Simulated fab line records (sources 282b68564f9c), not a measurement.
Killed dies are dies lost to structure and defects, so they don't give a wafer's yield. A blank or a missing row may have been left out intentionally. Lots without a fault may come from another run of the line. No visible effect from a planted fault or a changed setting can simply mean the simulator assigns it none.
Which tool did it? :: flow ritCmos :: 18 wafers from 6 lots sampled at 2 of the route's 202 steps

WHAT THE GAUGES SHOWED, per wafer
RIT_SILICIDE_RS_MEAS_02: a four-point-probe measurement.
lot: L859
measured: day 3 08:32
on: filmMetro-04
SILICIDE_TI_RS (ohm/sq): 47.9 47.9 48.1

lot: L861
measured: day 3 16:43
on: filmMetro-02
SILICIDE_TI_RS (ohm/sq): 47.8 48.2 47.6

lot: L866
measured: day 4 23:20
on: filmMetro-02
SILICIDE_TI_RS (ohm/sq): 47.1 47.1 46.8

lot: L873
measured: day 6 09:27
on: filmMetro-02
SILICIDE_TI_RS (ohm/sq): 48.1 48.3 48.0

lot: L877
measured: day 7 03:56
on: filmMetro-01
SILICIDE_TI_RS (ohm/sq): 46.5 46.7 46.8

lot: L880
measured: day 7 20:46
on: filmMetro-02
SILICIDE_TI_RS (ohm/sq): 47.0 47.3 46.9

WHAT TOOL EACH LOT RAN ON (gives the tool, then ch and the chambers of the sampled wafers, and finally the start)
lot: L859
RIT_SILICIDE_SPUTTER_01: pvdSputter-01, day 3 08:22

lot: L861
RIT_SILICIDE_SPUTTER_01: pvdSputter-01, day 3 16:34

lot: L866
RIT_SILICIDE_SPUTTER_01: pvdSputter-03, day 4 23:11

lot: L873
RIT_SILICIDE_SPUTTER_01: pvdSputter-03, day 6 09:18

lot: L877
RIT_SILICIDE_SPUTTER_01: pvdSputter-03, day 7 03:47

lot: L880
RIT_SILICIDE_SPUTTER_01: pvdSputter-04, day 7 20:37
- RIT_SILICIDE_SPUTTER_01: material Ti, target thk 30 nm, time 240 s.

THE ANSWER, worked out from the rows above alone
Rule: what is usual is taken from the lots themselves. The widest of any qualifying gaps counts: lots, ordered by their means at a reading, are off when they make up no more than a third of the lots, leave a main group of 4 or more, and stand apart from it by 3 or more times the standard deviation of that group's means. A main group is skipped when, at the precision printed for the reading in the tables above, its means are all equal. A lot without any number at a reading at which 4 lots or more have one is off too. The other lots that the step has rows for count as sound.
No lot is off on any of the readings shown, so nothing can be concluded from this.

WHAT THE SIMULATOR HAD PUT IN
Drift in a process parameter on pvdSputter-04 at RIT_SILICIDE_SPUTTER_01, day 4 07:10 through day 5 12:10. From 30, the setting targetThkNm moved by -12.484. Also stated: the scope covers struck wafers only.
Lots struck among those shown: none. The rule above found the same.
